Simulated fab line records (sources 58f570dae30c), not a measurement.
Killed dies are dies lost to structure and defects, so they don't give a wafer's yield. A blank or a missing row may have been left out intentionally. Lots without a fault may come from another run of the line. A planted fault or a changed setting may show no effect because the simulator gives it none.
What tool caused it? | flow berkeley cmos170 | 8 lots, 24 wafers sampled, at 3 steps of a route of 331

WHAT THE GAUGES READ, wafer by wafer
UCB170_PWELL_TW_MEAS_17.
lot  | measured    | on            | PWELL_TW
L593 | day 3 01:23 | film metro-01 | 379 378 377
L596 | day 3 18:19 | film metro-02 | 378 378 378
L598 | day 4 09:12 | film metro-02 | 375 378 375
L600 | day 4 22:27 | film metro-04 | 385 384 388
L603 | day 5 15:28 | film metro-04 | 383 381 383
L605 | day 5 21:04 | film metro-02 | 807 803 802
L607 | day 6 00:38 | film metro-02 | 803 806 805
L609 | day 6 14:46 | film metro-01 | 813 807 809

WHICH TOOL RAN EACH LOT (tool, then ch and the chambers of the sampled wafers, then the start)
lot  | UCB170_ZERO_STRIP_07                | UCB170_PWELL_IMPLANT_15
L593 | plasma asher-04 ch 0,1, day 1 21:05 | implanter-04 ch 0, day 3 01:10
L596 | plasma asher-01 ch 1, day 2 13:42   | implanter-03 ch 0, day 3 18:04
L598 | plasma asher-04 ch 0,1, day 3 04:04 | implanter-04 ch 0, day 4 08:56
L600 | plasma asher-02 ch 1, day 3 14:56   | implanter-02 ch 0, day 4 22:12
L603 | plasma asher-04 ch 0,1, day 4 02:44 | implanter-04 ch 0, day 5 15:15
L605 | plasma asher-02 ch 0,1, day 4 16:12 | implanter-02 ch 0, day 5 20:50
L607 | plasma asher-04 ch 0,1, day 4 22:39 | implanter-04 ch 0, day 6 00:23
L609 | plasma asher-04 ch 0,1, day 5 07:09 | implanter-04 ch 0, day 6 14:31
- UCB170_ZERO_STRIP_07: strips in O2.
- UCB170_PWELL_IMPLANT_15

THE ANSWER, worked out from the rows above alone
Rule: the lots themselves supply what counts as usual. Put in order of their means at a reading, lots are off if they are a third of the lots or fewer, leave a main group of 4 or more, and stand apart from it by a gap of 3 or more times the standard deviation of the main group's means; of several such gaps the widest counts. If all means in a main group match to the digits the tables above print for the reading, that group is not used. Also off: a lot with no number at a reading for which 4 or more lots have one. The other lots that the step has rows for count as sound.
None of the lots is off at any reading shown; this tells nothing.

WHAT THE SIMULATOR HAD PUT IN
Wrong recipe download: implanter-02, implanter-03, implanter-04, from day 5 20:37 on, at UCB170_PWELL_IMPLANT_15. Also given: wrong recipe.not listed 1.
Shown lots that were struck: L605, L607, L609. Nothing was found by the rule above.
